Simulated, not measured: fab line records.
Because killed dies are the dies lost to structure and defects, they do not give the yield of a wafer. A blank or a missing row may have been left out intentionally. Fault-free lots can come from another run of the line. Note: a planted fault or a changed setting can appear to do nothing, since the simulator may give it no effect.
fab line records | flow rit-cmos | part 2 of 2: steps 28 to 29 of 29
record: lots: 5 | wafers: 23
route steps=202 shown ACTIVE@4 FOX1@20 NWELL@36 NRETRO@54 PRETRO@66 GATE@81 REOX@101 M1@202
start-h: the number of hours between the record's first day and the start of the first shown wafer of the lot | wait-h: hours elapsed since this lot's preceding step | " same as the row above | L1.1+2: one row covering several wafers at once | - value missing, or start not given | * or withheld: withheld | < > ~ a bound
route shown NAME@n: a module of which the file shows steps, and the number in the route of the first | usual: average and standard deviation across the fault-free wafers | same: alike in all rows | chamber/n: place in a boat | sites: the reading at each site | _std_site: their standard deviation | _edge_site: mean of outer sites minus mean of inner sites | radius-mm: how far each site lies from the wafer's centre | mask NAME#n: copy n | behind: the tool/chamber that last shaped the wafer | hold: what put the lot on hold/how long, in hours/how the hold closed | device: which transistor (n, p or np) failed to switch | end of line: tests of these same wafers at the route's end | step lacking rows: just its recipe | killed: dies lost to structure and defects at the first sort, not the wafer's yield | map: shows each die of a wafer: x if killed, . if not, _ if none is there
set.NAME: the setting as run; set.NAME@STEP: as run at that earlier step | model.NAME: the simulator's own value behind a step, which no gauge read
lots with deliberately changed settings; one table per step, one row per wafer
== steps ==
step: RIT_REOX_THK_MEAS_04
recipe: reads: SiO2_of_REOX_OXIDATION_03
usual: REOX_OXIDE_THK: 25.0/0.53
lot.wafer | tool          | chamber | start-h | wait-h | set.temp-c@REOX_OXIDATION_03 | REOX_OXIDE_THK[nm]
L074.2    | film-metro-03 | -       | -       | -      | 914.5                        | 28.3
L074.3    | "             | -       | "       | "      | 914.5                        | 28.3
L074.4    | "             | -       | "       | "      | 914.5                        | 28.3
L074.5    | "             | -       | "       | "      | 914.5                        | 28.4
L074.6    | "             | -       | "       | "      | 914.5                        | 28.6
L076.2    | film-metro-04 | -       | -       | -      | 917.7                        | 29.8
L076.3    | "             | -       | "       | "      | 917.7                        | 29.3
L076.4    | "             | -       | "       | "      | 917.7                        | 30.2
L076.5    | "             | -       | "       | "      | 917.7                        | 29.4
L076.6    | "             | -       | "       | "      | 917.7                        | 29.8
L081.1    | film-metro-03 | -       | -       | -      | 900                          | 25.2
L081.2    | "             | -       | "       | "      | 900                          | 24.8
L081.3    | "             | -       | "       | "      | 900                          | 25.3
L081.4    | "             | -       | "       | "      | 900                          | 25.1
L081.5    | "             | -       | "       | "      | 900                          | 25.0
L083.1    | film-metro-03 | -       | 85.94   | 0.0    | 900                          | 25.9
L083.2    | "             | -       | "       | "      | 900                          | 25.7
L083.5    | "             | -       | "       | "      | 900                          | 25.6
L085.2    | film-metro-02 | -       | -       | -      | 877.2                        | 20.8
L085.3    | "             | -       | "       | "      | 877.2                        | 20.3
L085.4    | "             | -       | "       | "      | 877.2                        | 21.2
L085.5    | "             | -       | "       | "      | 877.2                        | 20.6
L085.6    | "             | -       | "       | "      | 877.2                        | 21.0
step: RIT_M1_PROBE_99
usual: killed-at-front-end: 8/3.4 | killed-dies: 8/3.4 | killed-open: 3.6/2.4 | killed-short: 4.0/1.9
same: gross-dies: 264 | killed_at_M0_to_M3: 0 | killed_at_M4_up: 0 | killed-at-back-side: 0 | killed-at-contacts: 0 | killed-at-other: 0
lot.wafer | tool      | chamber | start-h | wait-h | set.dev-temp-c@GATE_DEVELOP_15 | killed-at-front-end | killed-dies | killed-open | killed-short | model.etest.nmos_0p15.drive-ua-um | model.etest.nmos_0p15.r-on-ohm-um | model.etest.nmos_0p3.r-on-ohm-um | model.etest.pmos_0p15.r-on-ohm-um
L074.2    | prober-01 | -       | 58.72   | 0.1    | 23                             | 12                  | 12          | 6           | 6            | 381.8                             | 1327                              | 2501                             | 3404
L074.3    | prober-01 | -       | 58.77   | 0.2    | 23                             | 7                   | 7           | 1           | 6            | 390.2                             | 1307                              | 2474                             | 3435
L074.4    | prober-01 | -       | 58.82   | 0.2    | 23                             | 9                   | 9           | 3           | 6            | 380.4                             | 1345                              | 2494                             | 3448
L074.5    | prober-01 | -       | 58.87   | 0.2    | 23                             | 7                   | 7           | 5           | 2            | 393.2                             | 1279                              | 2464                             | 3360
L074.6    | prober-01 | -       | 58.92   | 0.2    | 23                             | 4                   | 4           | 2           | 2            | 388.8                             | 1298                              | 2429                             | 3330
L076.2    | prober-01 | -       | 67.79   | 0.1    | 24.37                          | 8                   | 8           | 5           | 3            | 292.3                             | 1498                              | 2907                             | 4501
L076.3    | prober-01 | -       | 67.84   | 0.2    | 23                             | 3                   | 3           | 2           | 1            | 326.1                             | 1388                              | 2798                             | 4016
L076.4    | prober-01 | -       | 67.89   | 0.2    | 23                             | 6                   | 6           | 2           | 4            | 320.8                             | 1436                              | 2816                             | 4271
L076.5    | prober-01 | -       | 67.94   | 0.2    | 23                             | 2                   | 2           | 1           | 1            | 331.5                             | 1376                              | 2832                             | 3943
L076.6    | prober-01 | -       | 67.99   | 0.2    | 24.37                          | 2                   | 2           | 1           | 1            | 299.2                             | 1470                              | 2854                             | 4419
L081.1    | prober-02 | -       | 91.40   | 0.1    | 23                             | 5                   | 5           | 1           | 4            | 541.8                             | 1054                              | 1935                             | 2561
L081.2    | prober-02 | -       | 91.45   | 0.1    | 23                             | 8                   | 8           | 4           | 4            | -                                 | -                                 | -                                | -
L081.3    | prober-02 | -       | 91.50   | 0.2    | 23                             | 4                   | 4           | 2           | 2            | 536.1                             | 1063                              | 1934                             | 2565
L081.4    | prober-02 | -       | 91.55   | 0.2    | 23                             | 4                   | 4           | 2           | 2            | -                                 | -                                 | -                                | -
L081.5    | prober-02 | -       | 91.60   | 0.2    | 23                             | 6                   | 6           | 2           | 4            | 547.1                             | 1045                              | 1927                             | 2517
L083.1    | prober-02 | -       | 103.61  | 0.1    | 23                             | 5                   | 5           | 2           | 3            | 442.7                             | 1161                              | 2270                             | 2847
L083.2    | prober-02 | -       | 103.66  | 0.1    | 23                             | 12                  | 12          | 7           | 5            | 459.9                             | 1144                              | 2217                             | 2761
L083.5    | prober-02 | -       | 103.81  | 0.2    | 23                             | 8                   | 8           | 2           | 6            | 451.2                             | 1127                              | 2227                             | 2797
L085.2    | prober-02 | -       | 113.72  | 0.1    | 23                             | 11                  | 11          | 7           | 4            | 462.8                             | 1094                              | 2238                             | 2516
L085.3    | prober-02 | -       | 113.77  | 0.2    | 20.69                          | 14                  | 14          | 4           | 7            | 548.6                             | 947.2                             | 2094                             | 2146
L085.4    | prober-02 | -       | 113.82  | 0.2    | 20.69                          | 8                   | 8           | 4           | 3            | 535.9                             | 963.7                             | 2112                             | 2170
L085.5    | prober-02 | -       | 113.87  | 0.2    | 23                             | 8                   | 8           | 2           | 6            | 461.9                             | 1074                              | 2223                             | 2539
L085.6    | prober-02 | -       | 113.92  | 0.2    | 23                             | 15                  | 15          | 7           | 8            | 469.6                             | 1063                              | 2204                             | 2513
killed by level:class
L074.2 GATE:geometric-particle:open=3 GATE:geometric-particle:short=3 FOX1:geometric-particle:short=2 SPACER:geometric-particle:open=2 FOX2:geometric-particle:open=1 SILICIDE:geometric-particle:short=1
L074.3 GATE:geometric-particle:short=3 SPACER:geometric-particle:short=3 GATE:geometric-particle:open=1
L074.4 GATE:geometric-particle:short=3 FOX1:geometric-particle:short=2 FOX1:geometric-particle:open=1 GATE:geometric-particle:open=1 REOX:geometric-particle:short=1 SILICIDE:geometric-particle:open=1
L074.5 SPACER:geometric-particle:open=2 FOX1:geometric-particle:open=1 GATE:geometric-particle:short=1 GATE:geometric-particle:open=1 REOX:geometric-particle:short=1 SILICIDE:geometric-particle:open=1
L074.6 GATE:geometric-particle:short=1 GATE:geometric-particle:open=1 REOX:geometric-particle:open=1 SPACER:geometric-particle:short=1
L076.2 GATE:geometric-particle:open=2 SPACER:geometric-particle:open=2 FOX1:geometric-particle:short=1 FOX1:geometric-particle:open=1 REOX:geometric-particle:short=1 SPACER:geometric-particle:short=1
L076.3 FOX1:geometric-particle:open=1 SPACER:geometric-particle:open=1 SPACER:geometric-particle:short=1
L076.4 FOX1:geometric-particle:short=2 SPACER:geometric-particle:short=2 FOX1:geometric-particle:open=1 SPACER:geometric-particle:open=1
L076.5 GATE:geometric-particle:open=1 SILICIDE:geometric-particle:short=1
L076.6 FOX1:geometric-particle:open=1 GATE:geometric-particle:short=1
L081.1 FOX1:geometric-particle:short=3 FOX1:geometric-particle:open=1 SPACER:geometric-particle:short=1
L081.2 REOX:geometric-particle:short=2 FOX1:geometric-particle:short=1 FOX1:geometric-particle:open=1 GATE:geometric-particle:open=1 SPACER:geometric-particle:short=1 SPACER:geometric-particle:open=1 SILICIDE:geometric-particle:open=1
L081.3 REOX:geometric-particle:open=2 FOX1:geometric-particle:short=1 GATE:geometric-particle:short=1
L081.4 GATE:geometric-particle:open=1 GATE:geometric-particle:short=1 REOX:geometric-particle:short=1 SPACER:geometric-particle:open=1
L081.5 FOX1:geometric-particle:short=1 GATE:geometric-particle:short=1 GATE:geometric-particle:open=1 REOX:geometric-particle:short=1 SPACER:geometric-particle:short=1 SPACER:geometric-particle:open=1
L083.1 REOX:geometric-particle:short=2 FOX2:geometric-particle:short=1 REOX:geometric-particle:open=1 SILICIDE:geometric-particle:open=1
L083.2 FOX1:geometric-particle:open=3 GATE:geometric-particle:open=3 GATE:geometric-particle:short=2 REOX:geometric-particle:short=2 FOX1:geometric-particle:short=1 SPACER:geometric-particle:open=1
L083.5 FOX1:geometric-particle:short=2 GATE:geometric-particle:short=2 REOX:geometric-particle:short=2 GATE:geometric-particle:open=1 SILICIDE:geometric-particle:open=1
L085.2 FOX1:geometric-particle:open=2 REOX:geometric-particle:open=2 FOX1:geometric-particle:short=1 FOX2:geometric-particle:open=1 GATE:geometric-particle:open=1 GATE:geometric-particle:short=1 SPACER:geometric-particle:open=1 SPACER:geometric-particle:short=1
L085.3 GATE:geometric-particle:short=3 GATE:area-develop=3 FOX1:geometric-particle:open=1 FOX2:geometric-particle:short=1 FOX2:geometric-particle:open=1 REOX:geometric-particle:short=1 REOX:geometric-particle:open=1 SPACER:geometric-particle:short=1
L085.4 GATE:geometric-particle:open=2 GATE:geometric-particle:short=1 REOX:geometric-particle:short=1 REOX:geometric-particle:open=1 SPACER:geometric-particle:short=1 SILICIDE:geometric-particle:open=1 GATE:area-develop=1
L085.5 GATE:geometric-particle:short=3 REOX:geometric-particle:short=2 FOX1:geometric-particle:open=1 FOX2:geometric-particle:short=1 FOX2:geometric-particle:open=1
L085.6 GATE:geometric-particle:open=4 FOX2:geometric-particle:short=3 GATE:geometric-particle:short=3 FOX1:geometric-particle:short=2 FOX1:geometric-particle:open=1 REOX:geometric-particle:open=1 SPACER:geometric-particle:open=1
== key ==
split: step: RIT_ACTIVE_CVD_03 | setting: sih2cl2-flow-sccm | stated: 60 | by: lot
response: step: RIT_ACTIVE_CVD_03 | reading: model.Si3N4_of_ACTIVE_CVD_03.thk-nm | change: +0.445 | per: 1% | r: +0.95
response: step: RIT_ACTIVE_THK_MEAS_04 | reading: ACTIVE_NITRIDE_THK | change: +0.438 | per: 1% | r: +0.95
response: step: RIT_ACTIVE_ETCH_13 | reading: model.etch.depth-nm | change: +0.402 | per: 1% | r: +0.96
response: step: RIT_FOX1_OXIDATION_00 | reading: model.Si3N4_of_ACTIVE_CVD_03.thk-nm | change: +0.436 | per: 1% | r: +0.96
split: step: RIT_ACTIVE_COAT_06 | setting: resist-thk-nm | stated: 1000 | by: wafer
response: step: RIT_ACTIVE_COAT_06 | reading: model.NOVOLAK_of_ACTIVE_COAT_06.thk-nm | change: +10 | per: 1% | r: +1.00
response: step: RIT_ACTIVE_HARDBAKE_12 | reading: model.NOVOLAK_of_ACTIVE_COAT_06.thk-nm | change: +8.79 | per: 1% | r: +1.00
response: step: RIT_ACTIVE_ETCH_13 | reading: model.NOVOLAK_of_ACTIVE_COAT_06.thk-nm | change: +8.64 | per: 1% | r: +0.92
split: step: RIT_FOX1_OXIDATION_00 | setting: ox-time-s | stated: 1130 | by: lot
response: step: RIT_FOX1_OXIDATION_00 | reading: model.SiO2_of_FOX1_OXIDATION_00.thk-nm | change: +2.02 | per: 1% | r: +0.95
split: step: RIT_NWELL_IMPLANT_08 | setting: energy-kev | stated: 170 | by: wafer
response: step: RIT_NWELL_IMPLANT_08 | reading: model.implant.rp-nm | change: +2.2 | per: 1% | r: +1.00
response: step: RIT_NWELL_IMPLANT_08 | reading: model.implant.drp-nm | change: +0.511 | per: 1% | r: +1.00
split: step: RIT_NRETRO_COAT_01 | setting: resist-thk-nm | stated: 1300 | by: wafer
response: step: RIT_NRETRO_COAT_01 | reading: model.NOVOLAK_of_NRETRO_COAT_01.thk-nm | change: +13.3 | per: 1% | r: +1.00
response: step: RIT_NRETRO_HARDBAKE_07 | reading: model.NOVOLAK_of_NRETRO_COAT_01.thk-nm | change: +11.4 | per: 1% | r: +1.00
split: step: RIT_NRETRO_IMPLANT_08 | setting: energy-kev | stated: 70 | by: wafer
response: step: RIT_NRETRO_IMPLANT_08 | reading: model.implant.rp-nm | change: +0.865 | per: 1% | r: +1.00
response: step: RIT_NRETRO_IMPLANT_08 | reading: model.implant.drp-nm | change: +0.29 | per: 1% | r: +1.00
split: step: RIT_PRETRO_SOFTBAKE_02 | setting: temp-c | stated: 90 | by: wafer
response: step: RIT_PRETRO_DEVELOP_05 | reading: model.NOVOLAK_of_PRETRO_COAT_01.thk-nm | change: -2.89 | per: 1% | r: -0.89
split: step: RIT_PRETRO_IMPLANT_08 | setting: energy-kev | stated: 45 | by: wafer
response: step: RIT_PRETRO_IMPLANT_08 | reading: model.implant.rp-nm | change: +1.37 | per: 1% | r: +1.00
response: step: RIT_PRETRO_IMPLANT_08 | reading: model.implant.drp-nm | change: +0.331 | per: 1% | r: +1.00
split: step: RIT_GATE_OXIDATION_05 | setting: temp-c | stated: 900 | by: lot
response: step: RIT_GATE_OXIDATION_05 | reading: model.SiO2_of_GATE_OXIDATION_05.thk-nm | change: +0.308 | per: 1% | r: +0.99
response: step: RIT_GATE_THK_MEAS_07 | reading: GATE_OXIDE_THK | change: +0.304 | per: 1% | r: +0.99
split: step: RIT_GATE_CVD_08 | setting: pressure-mtorr | stated: 300 | by: lot
response: step: RIT_GATE_CVD_08 | reading: model.poly-Si_of_GATE_CVD_08.thk-nm | change: +1.12 | per: 1% | r: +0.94
split: step: RIT_GATE_DEVELOP_15 | setting: dev-temp-c | stated: 23 | by: wafer
response: step: RIT_M1_PROBE_99 | reading: model.etest.pmos_0p15.r-on-ohm-um | change: +43.6 | per: 1% | r: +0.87
response: step: RIT_M1_PROBE_99 | reading: model.etest.nmos_0p3.r-on-ohm-um | change: +11.6 | per: 1% | r: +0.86
response: step: RIT_M1_PROBE_99 | reading: model.etest.nmos_0p15.r-on-ohm-um | change: +12.6 | per: 1% | r: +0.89
response: step: RIT_M1_PROBE_99 | reading: model.etest.nmos_0p15.drive-ua-um | change: -7.03 | per: 1% | r: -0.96
split: step: RIT_REOX_OXIDATION_03 | setting: temp-c | stated: 900 | by: lot
response: step: RIT_REOX_OXIDATION_03 | reading: model.SiO2_of_REOX_OXIDATION_03.thk-nm | change: +1.93 | per: 1% | r: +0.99
response: step: RIT_REOX_THK_MEAS_04 | reading: REOX_OXIDE_THK | change: +1.93 | per: 1% | r: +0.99
